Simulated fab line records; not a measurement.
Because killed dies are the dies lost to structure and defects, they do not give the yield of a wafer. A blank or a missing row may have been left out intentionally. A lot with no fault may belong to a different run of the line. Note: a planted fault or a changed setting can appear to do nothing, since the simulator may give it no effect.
fab line records    flow rit_cmos
[record] lots = 5  wafers = 23
route steps=202 shown ACTIVE@4 PWELL@41 PRETRO@65 NLDD@111 PLDD@122 PSD@150 SDANNEAL@156 SILICIDE@162
start_h: hours from the record's first day to the start of the lot's first wafer shown    wait_h: hours elapsed since this lot's preceding step    " same as the row above    L1.1+2: several wafers, shown together as one row    - value missing, or start not given    * or withheld: withheld    < > ~ a bound
route shown NAME@n: a module of which the file shows steps, and the number in the route of the first    usual: mean/standard deviation taken from wafers without a fault    same: alike in all rows    chamber/n: place in a boat    sites: each site's reading    _std_site: standard deviation across them    _edge_site: inner sites' mean taken away from outer sites' mean    radius_mm: how far each site lies from the wafer's centre    mask NAME#n: copy n    behind: the tool/chamber that last shaped the wafer    hold: why the lot was held/for how many hours/how that ended    device: names the non-switching transistor (n, p or np)    end of line: at the end of the route, the tests of the same wafers    a step with no rows: only its recipe    killed: dies lost to structure and defects at the first sort, not the wafer's yield    map: dies across one wafer; x = killed, . = not, _ = none there
set.NAME: the run value of the setting; set.NAME@STEP: its run value at that earlier step    model.NAME: the simulator's own value behind a step, which no gauge read
lots where settings were altered on purpose, with a table for each step and a row for each wafer
[[steps]]
[step RIT_ACTIVE_CVD_03]
[recipe] material = Si3N4  target_thk_nm = 150  temp_c = 810  precursor = SiH2Cl2/NH3  time_s = 1500  pressure_mtorr = 300  sih2cl2_flow_sccm = 60  nh3_flow_sccm = 150
lot.wafer  tool      chamber  start_h  wait_h  set.temp_c  model.Si3N4_of_ACTIVE_CVD_03.thk_nm
L074.1     -         -        -        0.1     819.5       177.2
L074.2     "         -        "        "       819.5       178.6
L074.3     "         -        "        "       819.5       177.6
L074.4     "         -        "        "       819.5       177.8
L074.6     "         -        "        "       819.5       177.9
L076.1     -         -        -        0.1     810         150.8
L076.3+6   "         -        "        "       810         150.2
L076.4     "         -        "        "       810         152
L076.5     "         -        "        "       810         150.7
L077.1     -         -        -        0.1     792.6       107
L077.2     "         -        "        "       792.6       107.8
L077.3     "         -        "        "       792.6       106.9
L077.4     "         -        "        "       792.6       108.7
L077.6     "         -        "        "       792.6       109
L080.3     lpcvd-01  1        42.93    0.0     810         149
L080.5     "         1        "        "       810         148.6
L080.6     "         1        "        "       810         150.2
L082.1     -         -        -        0.1     821.3       181.9
L082.3     "         -        "        "       821.3       181.1
L082.4     "         -        "        "       821.3       182.2
L082.5     "         -        "        "       821.3       182.4
L082.6     "         -        "        "       821.3       182.7
[step RIT_ACTIVE_THK_MEAS_04]
[recipe] reads = Si3N4_of_ACTIVE_CVD_03
[usual] ACTIVE_NITRIDE_THK = 150.3/1.7
lot.wafer  tool           chamber  start_h  wait_h  set.temp_c@ACTIVE_CVD_03  ACTIVE_NITRIDE_THK[nm]
L074.1     film_metro-01  -        -        -       819.5                     177.3
L074.2     "              -        "        "       819.5                     178.7
L074.3     "              -        "        "       819.5                     177.5
L074.4     "              -        "        "       819.5                     177.8
L074.6     "              -        "        "       819.5                     177.8
L076.1     film_metro-04  -        -        -       810                       150.9
L076.3     "              -        "        "       810                       150.2
L076.4     "              -        "        "       810                       152.0
L076.5     "              -        "        "       810                       150.6
L076.6     "              -        "        "       810                       150.0
L077.1     film_metro-01  -        -        -       792.6                     107.0
L077.2     "              -        "        "       792.6                     107.8
L077.3     "              -        "        "       792.6                     106.9
L077.4     "              -        "        "       792.6                     108.8
L077.6     "              -        "        "       792.6                     109.0
L080.3     film_metro-04  -        44.36    0.0     810                       149.0
L080.5     "              -        "        "       810                       148.5
L080.6     "              -        "        "       810                       150.3
L082.1     film_metro-04  -        -        -       821.3                     181.8
L082.3     "              -        "        "       821.3                     181.3
L082.4     "              -        "        "       821.3                     182.2
L082.5     "              -        "        "       821.3                     182.3
L082.6     "              -        "        "       821.3                     182.6
[step RIT_ACTIVE_COAT_06]
[recipe] resist = NOVOLAK  spin_rpm = 3250  resist_thk_nm = 1000
lot.wafer   tool            chamber  start_h  wait_h  set.resist_thk_nm  model.NOVOLAK_of_ACTIVE_COAT_06.thk_nm
L074.1      litho_track-01  0        14.58    0.1     1000               1004
L074.2      "               0        "        "       1000               1000
L074.3      "               0        "        "       1024               1027
L074.4      "               0        "        "       1024               1024
L074.6      "               0        "        "       1024               1026
L076.1+4    litho_track-01  0        26.11    0.1     1000               1007
L076.3      "               0        "        "       1000               1001
L076.5      "               0        "        "       950.3              954.6
L076.6      "               0        "        "       950.3              954
L077.1      litho_track-01  0        29.37    0.1     1000               1003
L077.2      "               0        "        "       977.3              978.9
L077.3+6    "               0        "        "       1000               1001
L077.4      "               0        "        "       977.3              981.3
L080.3      litho_track-02  0        44.60    0.1     1000               997.5
L080.5      "               0        "        "       1000               996.5
L080.6      "               0        "        "       1000               996.4
L082.1+3+4  litho_track-01  0        55.19    0.1     1000               1002
L082.5      "               0        "        "       1000               997.1
L082.6      "               0        "        "       1000               998.7
[step RIT_ACTIVE_SOFTBAKE_07]
[recipe] resist = NOVOLAK  temp_c = 90  time_s = 60
[step RIT_ACTIVE_EXPOSE_08]
[recipe] mask_id = M1  na = 0.6  source_shape = conventional  sigma_outer = 0.6  target_cd_nm = 1400  dose_mj = 225
[step RIT_ACTIVE_DEVELOP_10]
[recipe] resist = NOVOLAK  develop_time_s = 50  dev_temp_c = 23
[step RIT_ACTIVE_HARDBAKE_12]
[recipe] resist = NOVOLAK  temp_c = 140  time_s = 60
lot.wafer  tool            chamber  start_h  wait_h  set.resist_thk_nm@ACTIVE_COAT_06  model.NOVOLAK_of_ACTIVE_COAT_06.thk_nm
L074.1     litho_track-02  0        15.47    0.1     1000                              886.9
L074.2     "               0        "        "       1000                              884.1
L074.3     "               0        "        "       1024                              907.5
L074.4     "               0        "        "       1024                              904.8
L074.6     "               0        "        "       1024                              906.2
L076.1     litho_track-03  0        27.06    0.1     1000                              889.5
L076.3     "               0        "        "       1000                              885
L076.4     "               0        "        "       1000                              889.7
L076.5     "               0        "        "       950.3                             844
L076.6     "               0        "        "       950.3                             843.5
L077.1     litho_track-03  0        30.19    0.1     1000                              886.1
L077.2     "               0        "        "       977.3                             865.4
L077.3     "               0        "        "       1000                              885
L077.4     "               0        "        "       977.3                             867.5
L077.6     "               0        "        "       1000                              884.3
L080.3     litho_track-03  0        45.42    0.1     1000                              881.6
L080.5+6   "               0        "        "       1000                              880.7
L082.1     litho_track-01  0        56.14    0.1     1000                              885.1
L082.3     "               0        "        "       1000                              885.5
L082.4     "               0        "        "       1000                              885.4
L082.5     "               0        "        "       1000                              881.3
L082.6     "               0        "        "       1000                              882.6
[step RIT_ACTIVE_ETCH_13]
[recipe] stop_on = SiO2  chemistry = SF6  target = Si3N4  time_s = 210  over_etch_frac = 0.4  SF6_flow_sccm = 200  pressure_mtorr = 260  rf_w = 125  target_depth_a = 2100
[usual] oes_product_au = 0.823/0.011
lot.wafer  tool         chamber  start_h  wait_h  set.temp_c@ACTIVE_CVD_03  set.resist_thk_nm@ACTIVE_COAT_06  oes_product_au  model.ACTIVE.feature_depth_nm  model.etch.depth_nm  model.NOVOLAK_of_ACTIVE_COAT_06.thk_nm
L074.1     rie_diel-02  2        15.62    0.1     819.5                     1000                              0.896           179.6                          177.2                649.2
L074.2     "            1        "        "       819.5                     1000                              0.916           180.3                          178.6                649
L074.3     "            3        "        "       819.5                     1024                              0.907           180                            177.6                667.6
L074.4     "            1        "        "       819.5                     1024                              0.916           179.6                          177.8                669.5
L074.6     "            2        "        "       819.5                     1024                              0.887           180.4                          177.9                667
L076.1     rie_diel-04  0        27.21    0.1     810                       1000                              0.826           150.8                          150.8                657.3
L076.3     "            3        "        "       810                       1000                              0.825           150.2                          150.2                659.3
L076.4     "            2        "        "       810                       1000                              0.833           152.4                          152                  659.3
L076.5     "            2        "        "       810                       950.3                             0.821           151.1                          150.7                612.3
L076.6     "            1        "        "       810                       950.3                             0.828           150.2                          150.2                616.6
L077.1     rie_diel-02  2        30.34    0.1     792.6                     1000                              0.686           109.4                          107                  650.8
L077.2     "            0        "        "       792.6                     977.3                             0.709           107.8                          107.8                642.2
L077.3     "            3        "        "       792.6                     1000                              0.695           109.3                          106.9                648.6
L077.4     "            1        "        "       792.6                     977.3                             0.702           110.4                          108.7                635
L077.6     "            3        "        "       792.6                     1000                              0.707           111.4                          109                  648.5
L080.3     rie_diel-03  1        45.52    0.1     810                       1000                              0.819           150.9                          149                  643.9
L080.5     "            1        "        "       810                       1000                              0.822           150.4                          148.6                644.7
L080.6     "            0        "        "       810                       1000                              0.808           151.6                          150.2                644.8
L082.1     rie_diel-04  1        56.29    0.1     821.3                     1000                              0.916           181.9                          181.9                658.5
L082.3     "            0        "        "       821.3                     1000                              0.901           181.1                          181.1                655.7
L082.4     "            2        "        "       821.3                     1000                              0.912           182.6                          182.2                650.8
L082.5     "            0        "        "       821.3                     1000                              0.912           182.5                          182.4                651
L082.6     "            3        "        "       821.3                     1000                              0.914           182.7                          182.7                654.5
[step RIT_PWELL_SOFTBAKE_02]
[recipe] resist = NOVOLAK  temp_c = 90  time_s = 60
lot.wafer   tool            chamber  start_h  wait_h  set.temp_c
L074.1+4+6  litho_track-01  0        25.26    0.1     91.25
L074.2+3    "               0        "        "       90
L076.1+4+5  litho_track-04  0        33.89    0.1     90
L076.3+6    "               0        "        "       93.06
L077.1+3+4  litho_track-04  0        38.27    0.1     90
L077.2+6    "               0        "        "       86.34
L080.3+5+6  litho_track-01  0        52.06    0.1     90
L082.1+3    litho_track-03  0        63.21    0.1     90
L082.4+5+6  "               0        "        "       87.76
[step RIT_PWELL_EXPOSE_03]
[recipe] mask_id = M3  na = 0.57  target_cd_nm = 43700  dose_mj = 250
[step RIT_PWELL_PEB_04]
[recipe] resist = NOVOLAK  temp_c = withheld  time_s = withheld
[step RIT_PWELL_DEVELOP_05]
[recipe] resist = NOVOLAK  develop_time_s = 68  dev_temp_c = 23
lot.wafer   tool            chamber  start_h  wait_h  set.temp_c@PWELL_SOFTBAKE_02  model.NOVOLAK_of_PWELL_COAT_01.thk_nm
L074.1      litho_track-01  0        -        -       91.25                         1292
L074.2      "               0        "        "       90                            1295
L074.3      "               0        "        "       90                            1299
L074.4      "               0        "        "       91.25                         1293
L074.6      "               0        "        "       91.25                         1294
L076.1      litho_track-04  0        -        -       90                            1299
L076.3      "               0        "        "       93.06                         1288
L076.4      "               0        "        "       90                            1305
L076.5      "               0        "        "       90                            1300
L076.6      "               0        "        "       93.06                         1292
L077.1      litho_track-03  0        -        -       90                            1299
L077.2      "               0        "        "       86.34                         1310
L077.3      "               0        "        "       90                            1300
L077.4      "               0        "        "       90                            1298
L077.6      "               0        "        "       86.34                         1312
L080.3+5+6  litho_track-03  0        -        -       90                            1300
L082.1      litho_track-03  0        -        -       90                            1303
L082.3      "               0        "        "       90                            1305
L082.4+6    "               0        "        "       87.76                         1310
L082.5      "               0        "        "       87.76                         1312
[step RIT_PWELL_IMPLANT_08]
[recipe] species = B  energy_kev = 170  dose_cm2 = 7e+13  tilt_deg = 7
lot.wafer   tool          chamber  start_h  wait_h  set.energy_kev  model.implant.rp_nm  model.implant.drp_nm
L074.1+4    implanter-01  0        26.38    0.2     170             498.5                102.9
L074.2+3+6  "             0        "        "       163.8           484.9                101.5
L076.1+6    implanter-03  0        34.85    0.2     170             476.5                102.9
L076.3+4+5  "             0        "        "       167.3           470.8                102.3
L077.1+4    implanter-03  0        39.26    0.2     170             466.2                102.9
L077.2+3+6  "             0        "        "       175.9           478.6                103.8
L080.3+5+6  implanter-04  0        52.92    0.2     170             480.2                102.9
L082.1+3+4  implanter-04  0        64.08    0.2     178.1           506.7                104.2
L082.5+6    "             0        "        "       170             488.8                102.9
[step RIT_PRETRO_COAT_01]
[recipe] resist = NOVOLAK  spin_rpm = 2000  resist_thk_nm = 1300
lot.wafer  tool            chamber  start_h  wait_h  set.resist_thk_nm  model.NOVOLAK_of_PRETRO_COAT_01.thk_nm
L074.1     litho_track-02  0        33.86    0.1     1300               1303
L074.2     "               0        "        "       1300               1300
L074.3     "               0        "        "       1300               1301
L074.4     "               0        "        "       1255               1255
L074.6     "               0        "        "       1255               1257
L076.1     litho_track-03  0        42.67    0.1     1300               1303
L076.3     "               0        "        "       1300               1297
L076.4     "               0        "        "       1331               1334
L076.5+6   "               0        "        "       1331               1335
L077.1+3   litho_track-01  0        47.50    0.1     1278               1278
L077.2     "               0        "        "       1300               1308
L077.4     "               0        "        "       1300               1302
L077.6     "               0        "        "       1300               1303
L080.3+5   litho_track-01  0        61.26    0.1     1300               1302
L080.6     "               0        "        "       1300               1303
L082.1     litho_track-02  0        73.66    0.1     1300               1298
L082.3+4   "               0        "        "       1300               1301
L082.5     "               0        "        "       1300               1302
L082.6     "               0        "        "       1300               1299
[step RIT_PRETRO_HARDBAKE_07]
[recipe] resist = NOVOLAK  temp_c = 140  time_s = 120
lot.wafer  tool            chamber  start_h  wait_h  set.temp_c  set.resist_thk_nm@PRETRO_COAT_01  model.NOVOLAK_of_PRETRO_COAT_01.thk_nm
L074.1     litho_track-02  0        34.62    0.0     140         1300                              1140
L074.2+3   "               0        "        "       140         1300                              1137
L074.4     "               0        "        "       140         1255                              1098
L074.6     "               0        "        "       140         1255                              1100
L076.1     litho_track-02  0        43.63    0.0     140         1300                              1140
L076.3     "               0        "        "       140         1300                              1135
L076.4     "               0        "        "       143         1331                              1161
L076.5     "               0        "        "       140         1331                              1167
L076.6     "               0        "        "       143         1331                              1163
L077.1+3   litho_track-03  0        48.39    0.0     140         1278                              1118
L077.2     "               0        "        "       140         1300                              1144
L077.4     "               0        "        "       140         1300                              1138
L077.6     "               0        "        "       140         1300                              1140
L080.3     litho_track-01  0        62.06    0.1     140         1300                              1138
L080.5+6   "               0        "        "       140         1300                              1139
L082.1+6   litho_track-01  0        74.43    0.0     143.4       1300                              1131
L082.3+4   "               0        "        "       140         1300                              1138
L082.5     "               0        "        "       140         1300                              1139
[step RIT_PRETRO_IMPLANT_08]
[recipe] species = B  energy_kev = 45  dose_cm2 = 1.2e+13  tilt_deg = 7
lot.wafer       tool          chamber  start_h  wait_h  set.energy_kev  model.implant.rp_nm  model.implant.drp_nm
L074.1+2+3+4+6  implanter-02  0        34.87    0.2     45              143.8                55.07
L076.1+3+4+5+6  implanter-02  0        43.88    0.2     45              147.1                55.07
L077.1+6        implanter-02  0        48.64    0.2     45              142.4                55.07
L077.2+3+4      "             0        "        "       46.17           145.9                55.91
L080.3+5+6      implanter-04  0        62.27    0.2     45              142.5                55.07
L082.1+3+6      implanter-04  0        74.68    0.2     42.33           130.6                53.09
L082.4+5        "             0        "        "       45              138.4                55.07
[step RIT_NLDD_IMPLANT_08]
[recipe] species = P  energy_kev = 20  dose_cm2 = 5e+14  tilt_deg = 7
lot.wafer       tool          chamber  start_h  wait_h  set.energy_kev  model.implant.rp_nm  model.implant.drp_nm
L074.1+4+6      implanter-04  0        46.64    0.1     20              27.19                12.97
L074.2+3        "             0        "        "       20.72           27.85                13.25
L076.1+3+4+5+6  implanter-04  0        56.73    0.1     20              27.4                 12.97
L077.1+3+4      implanter-02  0        61.34    0.1     20              28.31                12.97
L077.2+6        "             0        "        "       19.16           27.51                12.64
L080.3+5+6      implanter-01  0        79.04    0.1     20              27.43                12.97
L082.1+3+4+5+6  implanter-04  0        92.27    0.1     20              28.2                 12.97
[step RIT_PLDD_IMPLANT_08]
[recipe] species = BF2  energy_kev = 20  dose_cm2 = 9e+14  tilt_deg = 7
lot.wafer       tool          chamber  start_h  wait_h  set.energy_kev  model.implant.rp_nm  model.implant.drp_nm
L074.1+3        implanter-04  0        48.22    0.1     20              17.12                9.752
L074.2+4+6      "             0        "        "       20.7            17.58                9.99
L076.1+3+4      implanter-04  0        58.15    0.1     20              16.92                9.752
L076.5+6        "             0        "        "       19.38           16.51                9.538
L077.1+2+3+4+6  implanter-03  0        62.88    0.1     20              17.36                9.752
L080.3+5+6      implanter-04  0        80.46    0.1     20              17.51                9.752
L082.1+4+5      implanter-01  0        93.69    0.1     18.92           16.41                9.379
L082.3+6        "             0        "        "       20              17.13                9.752
[step RIT_PSD_IMPLANT_08]
[recipe] species = BF2  energy_kev = 27  dose_cm2 = 5e+15  tilt_deg = 7
lot.wafer   tool          chamber  start_h  wait_h  set.energy_kev  model.implant.rp_nm  model.implant.drp_nm
L074.1+2+4  implanter-02  0        53.78    0.1     27              22.33                12.05
L074.3+6    "             0        "        "       28.14           23.08                12.4
L076.1+3+6  implanter-02  0        63.49    0.1     27              21.61                12.05
L076.4+5    "             0        "        "       25.59           20.7                 11.6
L077.1+4+6  implanter-03  0        68.52    0.1     27              21.89                12.05
L077.2+3    "             0        "        "       27.89           22.47                12.32
L080.3+5+6  implanter-02  0        85.97    0.1     27              22.08                12.05
L082.1+6    implanter-03  0        99.22    0.1     27.74           22.75                12.28
L082.3+4+5  "             0        "        "       27              22.26                12.05
[step RIT_SDANNEAL_RTA_03]
[recipe] temp_c = 1050  time_s = 5  idle_temp_c = 600  ramp_up_c_per_s = 342  ramp_down_c_per_s = 171  cool_to_c = 600  ambient = N2
lot.wafer   tool           chamber  start_h  wait_h  set.time_s
L074.1+4    rtp_anneal-02  0        54.53    0.0     5
L074.2+3+6  "              0        "        "       4.399
L076.1+6    rtp_anneal-02  0        64.24    0.0     5.547
L076.3+4+5  "              0        "        "       5
L077.1+2    rtp_anneal-01  0        69.28    0.0     5.406
L077.3+4+6  "              0        "        "       5
L080.3+5+6  rtp_anneal-02  0        86.86    0.0     5
L082.1+3    rtp_anneal-02  0        99.99    0.0     5.266
L082.4+5+6  "              0        "        "       5
[step RIT_SDANNEAL_RS_MEAS_04]
[recipe] thk_meas_gauge = four-point-probe
[usual] PSD_RS = 115.95/0.24
lot.wafer  tool           chamber  start_h  wait_h  set.energy_kev@PSD_IMPLANT_08  set.time_s@SDANNEAL_RTA_03  PSD_RS[ohm/sq]
L074.1     film_metro-03  -        54.59    0.0     27                             5                           116.50
L074.2     "              -        "        "       27                             4.399                       117.88
L074.3     "              -        "        "       28.14                          4.399                       115.40
L074.4     "              -        "        "       27                             5                           115.99
L074.6     "              -        "        "       28.14                          4.399                       115.28
L076.1     film_metro-03  -        64.30    0.0     27                             5.547                       114.10
L076.3     "              -        "        "       27                             5                           116.02
L076.4     "              -        "        "       25.59                          5                           119.02
L076.5     "              -        "        "       25.59                          5                           119.15
L076.6     "              -        "        "       27                             5.547                       114.63
L077.1     film_metro-01  -        69.33    0.0     27                             5.406                       114.93
L077.2     "              -        "        "       27.89                          5.406                       113.03
L077.3     "              -        "        "       27.89                          5                           114.29
L077.4     "              -        "        "       27                             5                           116.17
L077.6     "              -        "        "       27                             5                           116.00
L080.3     film_metro-03  -        86.94    0.1     27                             5                           116.08
L080.5     "              -        "        "       27                             5                           115.92
L080.6     "              -        "        "       27                             5                           116.11
L082.1     film_metro-03  -        100.05   0.0     27.74                          5.266                       113.73
L082.3     "              -        "        "       27                             5.266                       115.08
L082.4     "              -        "        "       27                             5                           116.02
L082.5     "              -        "        "       27                             5                           116.00
L082.6     "              -        "        "       27.74                          5                           114.55
[step RIT_SILICIDE_SPUTTER_01]
[recipe] material = Ti  target_thk_nm = 30  power_w = 350  chamber_pressure_pa = 0.667  gas = Ar  time_s = 240  substrate_temp_c = 25
lot.wafer  tool            chamber  start_h  wait_h  set.power_w  model.Ti_of_SILICIDE_SPUTTER_01.thk_nm
L074.1     pvd_sputter-04  -        55.08    0.0     350          29.82
L074.2     "               -        "        "       350          29.69
L074.3     "               -        "        "       350          29.85
L074.4     "               -        "        "       350          30.06
L074.6     "               -        "        "       350          29.73
L076.1     pvd_sputter-04  -        64.79    0.0     350          30.1
L076.3     "               -        "        "       325.8        27.97
L076.4     "               -        "        "       350          30.23
L076.5     "               -        "        "       350          30.33
L076.6     "               -        "        "       325.8        27.91
L077.1     pvd_sputter-03  -        69.83    0.0     350          30.01
L077.2     "               -        "        "       350          29.96
L077.3     "               -        "        "       350          30.07
L077.4     "               -        "        "       387.6        33.43
L077.6     "               -        "        "       387.6        33.35
L080.3     pvd_sputter-04  -        87.39    0.0     350          29.74
L080.5     "               -        "        "       350          29.87
L080.6     "               -        "        "       350          29.81
L082.1     pvd_sputter-04  -        100.54   0.0     363.8        31.16
L082.3     "               -        "        "       350          29.8
L082.4     "               -        "        "       363.8        31.13
L082.5     "               -        "        "       350          30.13
L082.6     "               -        "        "       363.8        31.23
[step RIT_SILICIDE_RS_MEAS_02]
[recipe] thk_meas_gauge = four-point-probe  reads = Ti_of_SILICIDE_SPUTTER_01
[usual] SILICIDE_TI_RS = 47.7/0.49
lot.wafer  tool           chamber  start_h  wait_h  set.power_w@SILICIDE_SPUTTER_01  SILICIDE_TI_RS[ohm/sq]
L074.1     film_metro-02  -        55.23    0.1     350                              48.3
L074.2     "              -        "        "       350                              48.5
L074.3     "              -        "        "       350                              48.2
L074.4     "              -        "        "       350                              47.9
L074.6     "              -        "        "       350                              48.5
L076.1     film_metro-04  -        64.94    0.1     350                              47.7
L076.3     "              -        "        "       325.8                            52.2
L076.4     "              -        "        "       350                              47.3
L076.5     "              -        "        "       350                              47.2
L076.6     "              -        "        "       325.8                            52.4
L077.1     film_metro-02  -        69.98    0.1     350                              47.8
L077.2     "              -        "        "       350                              47.9
L077.3     "              -        "        "       350                              47.9
L077.4     "              -        "        "       387.6                            41.9
L077.6     "              -        "        "       387.6                            42.0
L080.3     film_metro-01  -        87.58    0.1     350                              48.4
L080.5     "              -        "        "       350                              48.1
L080.6     "              -        "        "       350                              48.2
L082.1     film_metro-02  -        100.69   0.1     363.8                            45.6
L082.3     "              -        "        "       350                              48.4
L082.4     "              -        "        "       363.8                            45.8
L082.5     "              -        "        "       350                              47.6
L082.6     "              -        "        "       363.8                            45.6
[step RIT_SILICIDE_THK_MEAS_03]
[recipe] thk_meas_gauge = xrf  reads = Ti_of_SILICIDE_SPUTTER_01
[usual] SILICIDE_TI_THK = 30.06/0.26
lot.wafer  tool           chamber  start_h  wait_h  set.power_w@SILICIDE_SPUTTER_01  SILICIDE_TI_THK[nm]
L074.1     film_metro-02  -        55.35    0.1     350                              29.84
L074.2     "              -        "        "       350                              29.68
L074.3     "              -        "        "       350                              29.93
L074.4     "              -        "        "       350                              30.19
L074.6     "              -        "        "       350                              29.77
L076.1     film_metro-04  -        65.06    0.1     350                              30.01
L076.3     "              -        "        "       325.8                            27.71
L076.4     "              -        "        "       350                              30.09
L076.5     "              -        "        "       350                              30.05
L076.6     "              -        "        "       325.8                            27.63
L077.1     film_metro-02  -        70.10    0.1     350                              30.18
L077.2     "              -        "        "       350                              29.92
L077.3     "              -        "        "       350                              30.11
L077.4     "              -        "        "       387.6                            33.50
L077.6     "              -        "        "       387.6                            33.65
L080.3     film_metro-01  -        87.68    0.1     350                              29.64
L080.5     "              -        "        "       350                              29.98
L080.6     "              -        "        "       350                              29.95
L082.1     film_metro-02  -        100.81   0.1     363.8                            31.11
L082.3     "              -        "        "       350                              29.64
L082.4     "              -        "        "       363.8                            30.98
L082.5     "              -        "        "       350                              30.08
L082.6     "              -        "        "       363.8                            31.27
[[key]]
[split] step = RIT_ACTIVE_CVD_03  setting = temp_c  stated = 810  by = lot
[response] step = RIT_ACTIVE_CVD_03  reading = model.Si3N4_of_ACTIVE_CVD_03.thk_nm  change = +21  per = 1%  r = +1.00
[response] step = RIT_ACTIVE_THK_MEAS_04  reading = ACTIVE_NITRIDE_THK  change = +21  per = 1%  r = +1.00
[response] step = RIT_ACTIVE_ETCH_13  reading = oes_product_au  change = +0.0606  per = 1%  r = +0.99
[response] step = RIT_ACTIVE_ETCH_13  reading = model.ACTIVE.feature_depth_nm  change = +20.8  per = 1%  r = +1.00
[response] step = RIT_ACTIVE_ETCH_13  reading = model.etch.depth_nm  change = +21  per = 1%  r = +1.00
[split] step = RIT_ACTIVE_COAT_06  setting = resist_thk_nm  stated = 1000  by = wafer
[response] step = RIT_ACTIVE_COAT_06  reading = model.NOVOLAK_of_ACTIVE_COAT_06.thk_nm  change = +10  per = 1%  r = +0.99
[response] step = RIT_ACTIVE_HARDBAKE_12  reading = model.NOVOLAK_of_ACTIVE_COAT_06.thk_nm  change = +8.77  per = 1%  r = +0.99
[response] step = RIT_ACTIVE_ETCH_13  reading = model.NOVOLAK_of_ACTIVE_COAT_06.thk_nm  change = +8.12  per = 1%  r = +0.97
[split] step = RIT_PWELL_SOFTBAKE_02  setting = temp_c  stated = 90  by = wafer
[response] step = RIT_PWELL_DEVELOP_05  reading = model.NOVOLAK_of_PWELL_COAT_01.thk_nm  change = -3  per = 1%  r = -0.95
[split] step = RIT_PWELL_IMPLANT_08  setting = energy_kev  stated = 170  by = wafer
[response] step = RIT_PWELL_IMPLANT_08  reading = model.implant.rp_nm  change = +3.7  per = 1%  r = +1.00
[response] step = RIT_PWELL_IMPLANT_08  reading = model.implant.drp_nm  change = +0.298  per = 1%  r = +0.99
[split] step = RIT_PRETRO_COAT_01  setting = resist_thk_nm  stated = 1300  by = wafer
[response] step = RIT_PRETRO_COAT_01  reading = model.NOVOLAK_of_PRETRO_COAT_01.thk_nm  change = +13.7  per = 1%  r = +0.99
[response] step = RIT_PRETRO_HARDBAKE_07  reading = model.NOVOLAK_of_PRETRO_COAT_01.thk_nm  change = +11.5  per = 1%  r = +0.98
[split] step = RIT_PRETRO_HARDBAKE_07  setting = temp_c  stated = 140  by = wafer
response none clear
[split] step = RIT_PRETRO_IMPLANT_08  setting = energy_kev  stated = 45  by = wafer
[response] step = RIT_PRETRO_IMPLANT_08  reading = model.implant.rp_nm  change = +1.32  per = 1%  r = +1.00
[response] step = RIT_PRETRO_IMPLANT_08  reading = model.implant.drp_nm  change = +0.332  per = 1%  r = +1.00
[split] step = RIT_NLDD_IMPLANT_08  setting = energy_kev  stated = 20  by = wafer
[response] step = RIT_NLDD_IMPLANT_08  reading = model.implant.rp_nm  change = +0.188  per = 1%  r = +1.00
[response] step = RIT_NLDD_IMPLANT_08  reading = model.implant.drp_nm  change = +0.0784  per = 1%  r = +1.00
[split] step = RIT_PLDD_IMPLANT_08  setting = energy_kev  stated = 20  by = wafer
[response] step = RIT_PLDD_IMPLANT_08  reading = model.implant.rp_nm  change = +0.134  per = 1%  r = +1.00
[response] step = RIT_PLDD_IMPLANT_08  reading = model.implant.drp_nm  change = +0.0688  per = 1%  r = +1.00
[split] step = RIT_PSD_IMPLANT_08  setting = energy_kev  stated = 27  by = wafer
[response] step = RIT_PSD_IMPLANT_08  reading = model.implant.rp_nm  change = +0.176  per = 1%  r = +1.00
[response] step = RIT_PSD_IMPLANT_08  reading = model.implant.drp_nm  change = +0.0848  per = 1%  r = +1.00
[response] step = RIT_SDANNEAL_RS_MEAS_04  reading = PSD_RS  change = -0.613  per = 1%  r = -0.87
[split] step = RIT_SDANNEAL_RTA_03  setting = time_s  stated = 5  by = wafer
[response] step = RIT_SDANNEAL_RS_MEAS_04  reading = PSD_RS  slope = -0.143  per = 1%  together_with = energy_kev@PSD_IMPLANT_08  explained = 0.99
[split] step = RIT_SILICIDE_SPUTTER_01  setting = power_w  stated = 350  by = wafer
[response] step = RIT_SILICIDE_SPUTTER_01  reading = model.Ti_of_SILICIDE_SPUTTER_01.thk_nm  change = +0.318  per = 1%  r = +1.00
[response] step = RIT_SILICIDE_RS_MEAS_02  reading = SILICIDE_TI_RS  change = -0.594  per = 1%  r = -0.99
[response] step = RIT_SILICIDE_THK_MEAS_03  reading = SILICIDE_TI_THK  change = +0.331  per = 1%  r = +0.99
